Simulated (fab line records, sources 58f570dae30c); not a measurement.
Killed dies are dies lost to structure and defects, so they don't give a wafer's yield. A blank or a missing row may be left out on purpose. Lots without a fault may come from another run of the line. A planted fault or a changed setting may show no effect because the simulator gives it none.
One fault seen from 2 desks | flow berkeley_cmos170 | each desk has only its own numbers; what lay behind them comes last

THE METROLOGY DESK
What the gauges read, lot by lot, whatever tool the lot ran on: means of the sampled wafers that have a number. A lot is out of limits, marked OUT, if its mean lies more than 4 standard deviations from the usual mean; the brackets give that distance.
Columns: A = NWELL_OXIDE_THK at UCB170_NWELL_THK_MEAS_02, usual 26.2 nm; B = FIELD_OXIDE_THK at UCB170_FIELD_THK_MEAS_02, usual 555 nm; C = SILICIDE_TI_RS at UCB170_SILICIDE_RS_MEAS_02, usual 26.2 ohm/sq; D = SILICIDE_TI_THK at UCB170_SILICIDE_THK_MEAS_03, usual 29.8 nm
lot  | first seen here | A    | B   | C              | D
L689 | day 4 01:53     | 26.5 | 559 | 17.0 (-23) OUT | 43.3 (+34) OUT
L691 | day 4 07:04     | 26.4 | 558 | 16.8 (-24) OUT | 43.7 (+35) OUT
L692 | day 4 11:35     | 26.2 | 573 | 26.6           | 29.3
L693 | day 4 19:27     | 26.6 | 538 | 25.9           | 30.2
L694 | day 5 03:52     | 27.1 | 555 | 26.6           | 29.3
L695 | day 5 08:04     | 26.6 | 570 | 26.7           | 29.4
L697 | day 5 17:45     | 25.4 | 557 | 26.1           | 30.0
L699 | day 6 02:09     | 26.2 | 558 | 25.8           | 30.3
L700 | day 6 08:26     | 26.4 | 545 | 26.5           | 29.6
L701 | day 6 14:27     | 25.5 | 551 | 26.5           | 29.5
L702 | day 6 14:27     | 25.7 | 559 | 25.7           | 30.2
L703 | day 7 00:26     | 25.7 | 559 | 26.2           | 29.7
This desk's finding: out of limits on L689, L691; first on L689, day 9 14:23 (SILICIDE_TI_RS at UCB170_SILICIDE_RS_MEAS_02). In limits: L692, L693, L694, L695, L697, L699, L700, L701, L702, L703.

THE TOOL OWNER'S DESK: pvd_sputter-01
The tool's own readings at UCB170_SILICIDE_SPUTTER_01 (material Ti, target thk 30 nm, time 25 s): means of the sampled wafers that have a number, for each lot that ran on this tool. A lot is out of limits, marked OUT, if its mean lies more than 4 standard deviations from the usual mean; the brackets give that distance.
Columns: A = throttle_valve_pct at UCB170_SILICIDE_SPUTTER_01, usual 29.6 %
lot  | first seen here | A
L689 | day 9 14:15     | 28.2
L691 | day 9 14:48     | 28.5
L702 | day 12 13:44    | 30.6
This desk's finding: nothing out of limits on any of the 3 lots.

PUT TOGETHER
The metrology desk could have raised an alarm at day 9 14:23, on L689, L691.
The tool owner's desk saw nothing out of limits.
The tool owner's desk has L689, L691 on record, within its limits.
Of the lots named, all ran UCB170_SILICIDE_SPUTTER_01 on pvd_sputter-01.

WHAT THE SIMULATOR HAD PUT IN
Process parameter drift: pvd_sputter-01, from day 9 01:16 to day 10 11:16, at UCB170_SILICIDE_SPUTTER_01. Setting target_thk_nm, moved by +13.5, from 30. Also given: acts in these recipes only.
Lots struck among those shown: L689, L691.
Hours from the fault's start to each desk's first reading out of limits: the metrology desk, 13.
